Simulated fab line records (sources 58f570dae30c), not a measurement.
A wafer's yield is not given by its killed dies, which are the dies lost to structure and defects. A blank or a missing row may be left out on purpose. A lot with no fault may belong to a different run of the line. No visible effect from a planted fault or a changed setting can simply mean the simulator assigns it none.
Split-lot trial ; flow berkeley_cmos170 ; 23 wafers read from 5 lots, route of 331 steps

## THE SPLIT ITSELF
At UCB170_M1_METAL_ETCH_12 (etches Al in Cl2/BCl3, stops on PSG, target depth 780 nm, time 130 s), the setting icp_w was moved away from the recipe's 600 W on 7 of the 23 wafers read, by -10.7% to +7.1%. This setting was run at the recipe's value on the other wafers.

Reading taken at the split's own step.

## THE READING
KrF_of_M1_COAT_04.thk_nm (the simulator's own value, which no gauge read), in nm, at UCB170_M1_METAL_ETCH_12 (etches Al in Cl2/BCl3, stops on PSG, target depth 780 nm, time 130 s). No usual value for it is given in the file. The 16 wafers here that ran the recipe average 431.9 nm, standard deviation 5.5 nm.

wafer;tool, chamber at the split;icp_w as run, W;against the recipe;KrF_of_M1_COAT_04.thk_nm, nm;against lot-mates on the recipe
L077.2;rie_metal-01, 1;600;recipe;427.8;-
L077.3;rie_metal-01, 1;600;recipe;429.8;-
L077.4;rie_metal-01, 0;600;recipe;431.3;-
L077.5;rie_metal-01, 1;600;recipe;424.8;-
L077.6;rie_metal-01, 0;600;recipe;429.1;-
L075.1;rie_metal-02, 0;642.6;+7.1%;422.5;-19.2
L075.2;rie_metal-02, 1;642.6;+7.1%;410.8;-30.9
L075.3;rie_metal-02, 1;600;recipe;433.4;-
L075.4;rie_metal-02, 0;600;recipe;450.1;-
L075.5;rie_metal-02, 1;642.6;+7.1%;412.9;-28.9
L081.1;rie_metal-01, 0;600;recipe;435.1;-
L081.2;rie_metal-01, 1;600;recipe;429.1;-
L081.3;rie_metal-01, 1;600;recipe;430.6;-
L083.1;rie_metal-03, 1;600;recipe;433.9;-
L083.2;rie_metal-03, 0;600;recipe;435.7;-
L083.3;rie_metal-03, 0;636.3;+6.0%;409.7;-24.4
L083.5;rie_metal-03, 1;636.3;+6.0%;406.3;-27.8
L083.6;rie_metal-03, 0;600;recipe;432.8;-
L085.1;rie_metal-01, 0;600;recipe;430.8;-
L085.2;rie_metal-01, 1;535.6;-10.7%;468.1;+39.2
L085.3;rie_metal-01, 0;535.6;-10.7%;479.1;+50.2
L085.4;rie_metal-01, 1;600;recipe;429.3;-
L085.5;rie_metal-01, 1;600;recipe;426.6;-

FIT RESULTS
A straight line over all 23 wafers: KrF_of_M1_COAT_04.thk_nm changes by -3.41 nm for each +1% of icp_w; r = -0.93; the points scatter about the line by 6.4 nm.
The same after taking each lot's own level away (the mean of its wafers on the recipe; 23 wafers): -4.05 nm for each +1%; r = -0.98; scatter 4.2 nm.
The reading moves by 43 nm for the largest change in icp_w, on that fit.
Measured against the standard deviation above, the lots' own levels, which go from 428.56 to 441.75 nm, span 2.4 times it.
Thus the slope moves with the lot-to-lot level: the two fits are different.
Check: +45.9 nm against its lot-mates is what the line predicts for one of the wafers moved furthest among these (-10.7%) when that wafer is left out of the fit. Against them it came out at +39.2 nm.

## OTHER SPLITS APPLIED TO THESE WAFERS
Before the reading, these wafers also passed through other splits. Each is held against what the fit with the lots' levels taken away leaves over:
other split on the same wafers;wafers away from the commonest value;r with KrF_of_M1_COAT_04.thk_nm (lot level and that fit taken away)
UCB170_PLDD_COAT_01 resist_thk_nm;7;+0.02
UCB170_NLDD_EXPOSE_03 dose_mj;4;+0.04
UCB170_NLDD_DEVELOP_05 develop_time_s;11;-0.11
UCB170_NSD_COAT_01 resist_thk_nm;3;-0.13
UCB170_NSD_IMPLANT_08 dose_cm2;8;-0.34
UCB170_SILICIDE_SPUTTER_01 power_w;5;+0.12
UCB170_CONTACT_CVD_01 pressure_mtorr;10;+0.10
UCB170_CONTACT_ETCH_18 over_etch_frac;6;+0.17

## THE FILE'S OWN FIT
KrF_of_M1_COAT_04.thk_nm changes by -4.08 nm for each +1% of icp_w, r = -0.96.
